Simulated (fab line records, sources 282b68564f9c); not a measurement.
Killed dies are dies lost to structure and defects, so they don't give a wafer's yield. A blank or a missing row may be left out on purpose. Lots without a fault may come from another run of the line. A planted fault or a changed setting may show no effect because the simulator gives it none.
Which tool did it? | flow rit_cmos | 15 lots, 44 wafers sampled, at 2 steps of a route of 202

WHAT THE GAUGES READ, wafer by wafer
The record holds no reading of a measuring or inspecting step that can be judged against a usual standard deviation.

WHICH TOOL RAN EACH LOT (tool, then ch and the chambers of the sampled wafers, then the start)
lot  | RIT_M1_HARDBAKE_11               | RIT_M1_PROBE_99
L703 | litho_track-01 ch 0, day 3 18:10 | prober-01, day 3 20:40
L704 | litho_track-04 ch 0, day 3 22:29 | prober-02, day 4 01:10
L705 | litho_track-03 ch 0, day 4 07:37 | prober-01, day 4 10:07
L707 | litho_track-01 ch 0, day 4 16:19 | prober-01, day 4 18:49
L708 | litho_track-03 ch 0, day 4 19:22 | prober-02, day 4 21:53
L709 | litho_track-01 ch 0, day 5 02:55 | prober-02, day 5 05:25
L710 | litho_track-03 ch 0, day 5 08:36 | prober-02, day 5 11:06
L713 | litho_track-03 ch 0, day 6 00:56 | prober-01, day 6 03:26
L716 | litho_track-01 ch 0, day 6 11:36 | prober-02, day 6 14:09
L717 | litho_track-01 ch 0, day 6 16:38 | prober-01, day 6 19:09
L718 | litho_track-01 ch 0, day 6 21:09 | prober-02, day 6 23:40
L721 | litho_track-04 ch 0, day 7 20:12 | prober-01, day 7 22:53
L722 | litho_track-03 ch 0, day 7 21:38 | prober-02, day 8 00:20
L723 | litho_track-04 ch 0, day 8 06:05 | prober-01, day 8 08:35
L724 | litho_track-04 ch 0, day 8 18:11 | prober-02, day 8 20:41
- RIT_M1_HARDBAKE_11: time 120 s.
- RIT_M1_PROBE_99

WHAT THE TOOLS THEMSELVES READ (means of the sampled wafers that have a number; where no wafer has one, the mark that the record gives instead)
RIT_M1_HARDBAKE_11. Usual: heater_power_total_W 52.04 W, standard deviation 0.061; plate_temp_C 140.00 C, standard deviation 0.15.
lot  | tool           | heater_power_total_W (W) | plate_temp_C (C) | flag
L703 | litho_track-01 | 52.01                    | 139.74           |
L704 | litho_track-04 | 52.02                    | 140.13           |
L705 | litho_track-03 | 52.04                    | 139.93           |
L707 | litho_track-01 | 52.09                    | 139.81           |
L708 | litho_track-03 | 52.03                    | 140.01           |
L709 | litho_track-01 | 52.08                    | 140.08           |
L710 | litho_track-03 | 52.00                    | 140.02           |
L713 | litho_track-03 | 52.09                    | 139.95           |
L716 | litho_track-01 | 51.27                    | 138.50           | OFF
L717 | litho_track-01 | 51.27                    | 138.28           | OFF
L718 | litho_track-01 | 51.30                    | 138.53           | OFF
L721 | litho_track-04 | 52.01                    | 140.08           |
L722 | litho_track-03 | 52.08                    | 140.08           |
L723 | litho_track-04 | 52.00                    | 140.16           |
L724 | litho_track-04 | 52.10                    | 139.92           |

RIT_M1_PROBE_99. Usual: defect_limited_yield 97.4 %, standard deviation 1.1; killed_at_M0_to_M3 0.0, standard deviation 0.12; killed_at_contacts 0.1, standard deviation 0.24; killed_at_front_end 6.7, standard deviation 2.9; killed_dies 6.8, standard deviation 2.9; killed_open 3.5, standard deviation 2; killed_short 3.2, standard deviation 1.9; sort_bin_3_pad_short 0.1 %, standard deviation 0.22; sort_bin_5_function 1.4 %, standard deviation 0.82; sort_bin_6_memory 1.0 %, standard deviation 0.64; sort_n_pass 257.2, standard deviation 2.9; sort_yield_pct 97.4 %, standard deviation 1.1.
lot  | tool      | defect_limited_yield (%) | killed_at_M0_to_M3 | killed_at_contacts | killed_at_front_end | killed_dies | killed_open | killed_short | sort_bin_3_pad_short (%) | sort_bin_5_function (%) | sort_bin_6_memory (%) | sort_n_pass | sort_yield_pct (%) | flag
L703 | prober-01 | 97.6                     | 0.0                | 0.3                | 6.0                 | 6.3         | 2.7         | 3.3          | 0.3                      | 1.5                     | 0.7                   | 257.7       | 97.6               |
L704 | prober-02 | 96.8                     | 0.0                | 0.0                | 8.3                 | 8.3         | 5.0         | 3.3          | 0.1                      | 2.5                     | 0.5                   | 255.7       | 96.8               |
L705 | prober-01 | 96.7                     | 0.0                | 0.0                | 8.7                 | 8.7         | 5.0         | 3.7          | 0.0                      | 1.8                     | 1.5                   | 255.3       | 96.7               |
L707 | prober-01 | 97.6                     | 0.0                | 0.0                | 6.3                 | 6.3         | 4.3         | 2.0          | 0.0                      | 1.8                     | 0.6                   | 257.7       | 97.6               |
L708 | prober-02 | 96.2                     | 0.0                | 0.0                | 10.0                | 10.0        | 6.3         | 3.7          | 0.1                      | 1.9                     | 1.8                   | 254.0       | 96.2               |
L709 | prober-02 | 98.5                     | 0.0                | 0.0                | 4.0                 | 4.0         | 3.3         | 0.7          | 0.0                      | 0.4                     | 1.1                   | 260.0       | 98.5               |
L710 | prober-02 | 95.9                     | 0.0                | 0.0                | 10.7                | 10.7        | 5.3         | 5.3          | 0.3                      | 2.7                     | 1.2                   | 253.3       | 95.9               |
L713 | prober-01 | 98.0                     | 0.0                | 0.0                | 5.3                 | 5.3         | 3.0         | 2.3          | 0.1                      | 0.8                     | 1.1                   | 258.7       | 98.0               |
L716 | prober-02 | 97.8                     | 0.0                | 0.5                | 5.5                 | 6.0         | 3.0         | 3.0          | 0.4                      | 1.0                     | 0.9                   | 258.0       | 97.8               |
L717 | prober-01 | 97.7                     | 0.3                | 0.0                | 5.7                 | 6.0         | 3.7         | 2.3          | 0.1                      | 1.3                     | 0.9                   | 258.0       | 97.7               |
L718 | prober-02 | 98.1                     | 0.0                | 0.0                | 5.0                 | 5.0         | 3.7         | 1.3          | 0.0                      | 0.9                     | 1.0                   | 259.0       | 98.1               |
L721 | prober-01 | 97.9                     | 0.0                | 0.0                | 5.7                 | 5.7         | 3.0         | 2.3          | 0.0                      | 1.2                     | 0.9                   | 258.3       | 97.9               |
L722 | prober-02 | 96.8                     | 0.0                | 0.0                | 8.3                 | 8.3         | 3.7         | 4.3          | 0.4                      | 1.6                     | 1.1                   | 255.7       | 96.8               |
L723 | prober-01 | 98.8                     | 0.0                | 0.0                | 3.3                 | 3.3         | 2.3         | 1.0          | 0.0                      | 0.6                     | 0.7                   | 260.7       | 98.8               |
L724 | prober-02 | 97.5                     | 0.0                | 0.0                | 6.7                 | 6.7         | 4.0         | 2.7          | 0.1                      | 2.0                     | 0.4                   | 257.3       | 97.5               |

THE ANSWER, worked out from the rows above alone
Rule: a lot is off if the mean of its wafers that have a number lies more than 3 standard deviations from the usual mean. A lot without any number at a reading at which 4 lots or more have one is off too. The other lots that the step has rows for count as sound. The gauges are gone through in route order, then the tools' own readings, and for those a lot's mean is taken as printed above. The first step at which some lot is off is used, and at that step the reading that is off furthest; a lot without a number counts as furthest.
Off: L716, L717, L718, at RIT_M1_HARDBAKE_11 (heater_power_total_W).
A tool fits if, at that step or a process step before it, it ran every lot that is off, and no sound lot after the first of them. One fits: litho_track-01 at RIT_M1_HARDBAKE_11. Its last sound lot is L709 (day 5 02:55), its first lot that is off L716 (day 6 11:36): a fault that began between those two fits.
The tool's own readings at RIT_M1_HARDBAKE_11 bear it out: on the lots that are off they differ by more than 5 times the standard deviation of the sound lots' means. heater_power_total_W reads 51.28 W there against 52.05 W on the sound lots; plate_temp_C reads 138.44 C there against 139.99 C on the sound lots.

WHAT THE SIMULATOR HAD PUT IN
Process parameter drift: litho_track-01, from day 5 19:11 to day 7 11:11, at RIT_M1_HARDBAKE_11. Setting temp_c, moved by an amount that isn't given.
Lots struck among those shown: L716, L717, L718. The rule above found the same.
